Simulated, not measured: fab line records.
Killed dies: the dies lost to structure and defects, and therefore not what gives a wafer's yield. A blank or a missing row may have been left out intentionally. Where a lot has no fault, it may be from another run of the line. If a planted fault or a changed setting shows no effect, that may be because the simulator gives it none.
A struck lot beside a sound one ; flow berkeley-cmos170 ; 44 out of 331 route steps
Sound: the wafers L302.1, L302.5, L302.6. Struck: wafers L315.2, L315.3, L315.5. The cause comes at the end.
Each step with rows lists, per side, the tool, then ch with its chambers, then its first start. Under that, the readings that differ: sound wafers ; struck wafers ; difference of the means ; sigmas: that difference in standard deviations of wafers without a fault.
alike: same words and numbers on both sides, and readings whose means sit less than 2 such deviations apart. not compared: any withheld reading, any reading some wafer has no value for, any bound like >300 that may hide the same value, and any number with overlapping values for which the record gives no deviation.
The two part at a step that has a row with sigmas, a row that says differs or no value, or rows on one side only. When numbers do not overlap yet have no deviation, they are printed without sigmas and do not part them. A reading missing from all wafers of one side parts the sides only when that side holds two or more wafers.

first, 3 steps without rows for these wafers: UCB170_PVT_EXPOSE_03 (exposes mask NWELL, target cd 3000 nm); UCB170_PVT_PEB_04; UCB170_PVT_DEVELOP_05 (develop time 45 s).
UCB170_PVT_OVL_MEAS_06:
  sound on overlay-01 at day 6 22:02; struck on overlay-02 at day 9 15:28
  alike: PVT_OVL
next, for these wafers, 1 step has no rows: UCB170_PVT_IMPLANT_07.
UCB170_PVT_STRIP_08: strips in O2.
  sound on plasma-asher-01 ch 0,1, day 6 22:14; struck on plasma-asher-04 ch 0,1, day 9 15:38
  alike: drypump-motor-current-A, oes-product-au, strip-time-to-endpoint-s
  not compared: rf-hours-counter-h
UCB170_PVT_TW_MEAS_09:
  sound on film-metro-03 at day 6 22:20; struck on film-metro-02 at day 9 15:45
  alike: PVT_TW
then, 1 step without rows for these wafers: UCB170_GATE_WET_ETCH_00 (etches SiO2 in dHF, time 200 s).
UCB170_FIELD_THK_MEAS_91:
  sound on film-metro-04 at day 6 22:27; struck on film-metro-03 at day 9 15:53
  alike: FIELD_OXIDE_LEFT_2_THK
then, 1 step without rows for these wafers: UCB170_GATE_OXIDATION_01 (target thk 6.6 nm, ox time 1800 s).
UCB170_GATE_THK_MEAS_02:
  sound on film-metro-03 at day 7 02:49; struck on film-metro-01 at day 9 19:14
  alike: GATE_OXIDE_THK
then, 1 step without rows for these wafers: UCB170_GATE_ANNEAL_03 (time 1800 s).
UCB170_GATE_CVD_04: deposits poly-Si from SiH4, time 1440 s, target thk 214 nm.
  sound on lpcvd-01 ch 1, day 7 05:56; struck on lpcvd-01 ch 0, day 10 01:47
reading;sound;struck;difference;sigmas
spike-tc-centre-C (C);613.1 612.0 613.8;576.1 576.1 576.6;-36.7;-33
spike-tc-load-C (C);632 633 635;597 596 596;-37;-9
spike-tc-source-C (C);631.2 629.2 628.4;593.2 593.3 591.3;-37.0;-25
susceptor-temp-C (C);610.16 609.92 610.04;574.67 575.01 574.43;-35.34;-99 or more
model.poly-Si_of_GATE_CVD_04.thk-nm (nm);212.9 213.8 213.3;91.7 91.11 91.99;-121.7;
UCB170_GATE_THK_MEAS_05:
  sound on film-metro-02 at day 7 07:20; struck on film-metro-01 at day 10 03:12
reading;sound;struck;difference;sigmas
GATE_POLY_THK (nm);213.0 213.6 213.2;91.7 91.1 92.0;-121.7;-51
then, 6 steps without rows for these wafers: UCB170_GATE_COAT_06; UCB170_GATE_COAT_07 (resist thk 900 nm); UCB170_GATE_SOFTBAKE_08 (time 60 s); UCB170_GATE_EXPOSE_09 (exposes mask POLY, target cd 350 nm); UCB170_GATE_PEB_10; UCB170_GATE_DEVELOP_11 (develop time 45 s).
UCB170_GATE_CD_MEAS_12: the cd target is 350 nm.
  sound on cd-sem-02 at day 7 08:30; struck on cd-sem-02 at day 10 04:22
  alike: cd-nm
UCB170_GATE_OVL_MEAS_13:
  sound on overlay-02 at day 7 08:37; struck on overlay-02 at day 10 04:28
  alike: GATE_OVL
UCB170_GATE_ETCH_14: etches BARC in N2/H2.
  sound on rie-diel-04 ch 0,1,2, day 7 08:40; struck on rie-diel-01 ch 0,2,3, day 10 04:29
  alike: drypump-motor-current-A, oes-product-au, throttle-valve-pct
UCB170_GATE_ETCH_15: etches poly-Si in HBr/Cl2, stops on SiO2, time 56.3 s, target depth 278.2 nm.
  sound on rie-si-02 ch 0,1,2, day 7 08:42; struck on rie-si-01 ch 0,1,2, day 10 04:32
reading;sound;struck;difference;sigmas
mfc-cl2-sccm (sccm);50.04 49.76 49.73;50.17 50.14 50.27;+0.35;+2
oes-product-au (a.u.);0.841 0.832 0.830;0.534 0.524 0.516;-0.310;-24
model.etch.depth-nm (nm);212.9 213.8 213.3;91.7 91.11 91.99;-121.7;
model.GATE.feature-depth-nm (nm);212.9 213.9 213.4;91.7 91.11 92.05;-121.8;
  alike: drypump-motor-current-A, throttle-valve-pct
  not compared: rf-hours-counter-h
UCB170_GATE_STRIP_16: strips in O2.
  sound on plasma-asher-04 ch 0,1, day 7 08:45; struck on plasma-asher-02 ch 0, day 10 04:35
  alike: drypump-motor-current-A, oes-product-au
  not compared: rf-hours-counter-h
UCB170_GATE_CD_MEAS_90: the cd target is 350 nm.
  sound on cd-sem-02 at day 7 08:51; struck on cd-sem-02 at day 10 04:46
  alike: cd-nm
then, 7 steps without rows for these wafers: UCB170_GATE_CLEAN_17 (cleans in SPM, time 600 s); UCB170_PLDD_HMDS_00 (prime time 60 s); UCB170_PLDD_COAT_01 (resist thk 900 nm); UCB170_PLDD_SOFTBAKE_02 (time 60 s); UCB170_PLDD_EXPOSE_03 (exposes mask PSELECT, target cd 1200 nm); UCB170_PLDD_PEB_04; UCB170_PLDD_DEVELOP_05 (develop time 45 s).
UCB170_PLDD_CD_MEAS_06: the cd target is 1200 nm.
  sound on cd-sem-01 at day 7 10:35; struck on cd-sem-02 at day 10 06:05
  alike: cd-nm
UCB170_PLDD_OVL_MEAS_07:
  sound on overlay-02 at day 7 10:42; struck on overlay-01 at day 10 06:11
  alike: PLDD_OVL
then, 2 steps without rows for these wafers: UCB170_PLDD_IMPLANT_08; UCB170_PLDD_IMPLANT_09.
UCB170_PLDD_STRIP_10: strips in O2.
  sound on plasma-asher-04 ch 0,1, day 7 11:02; struck on plasma-asher-04 ch 1, day 10 06:31
  alike: drypump-motor-current-A, oes-product-au, strip-time-to-endpoint-s
  not compared: rf-hours-counter-h
UCB170_PLDD_TW_MEAS_11:
  sound on film-metro-01 at day 7 11:08; struck on film-metro-04 at day 10 06:38
  alike: PLDD_TW
then, 3 steps without rows for these wafers: UCB170_PLDD_CLEAN_12 (cleans in SPM, time 600 s); UCB170_NLDD_HMDS_00 (prime time 60 s); UCB170_NLDD_COAT_01 (resist thk 900 nm).
UCB170_SILICIDE_PRE_CLEAN_00: preclean etch time 60 s.
  sound on pvd-sputter-01 at day 8 00:07; struck on pvd-sputter-04 at day 10 20:47
reading;sound;struck;difference;sigmas
model.poly-Si_of_GATE_CVD_04.thk-nm (nm);205.9 206.8 206.4;84.82 84.18 85.1;-121.67;
next, for these wafers, 1 step has no rows: UCB170_M3_PROBE_99.

WHERE THEY PART
Last at UCB170_GATE_ETCH_15 as far as this record goes, first at UCB170_GATE_CVD_04. Later steps at which nothing parts them and some readings are alike: UCB170_GATE_STRIP_16, UCB170_GATE_CD_MEAS_90, UCB170_PLDD_CD_MEAS_06, UCB170_PLDD_OVL_MEAS_07, UCB170_PLDD_STRIP_10, UCB170_PLDD_TW_MEAS_11.

WHY: what the simulator had put in
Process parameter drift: lpcvd-01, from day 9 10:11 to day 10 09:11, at UCB170_GATE_CVD_04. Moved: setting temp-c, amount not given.
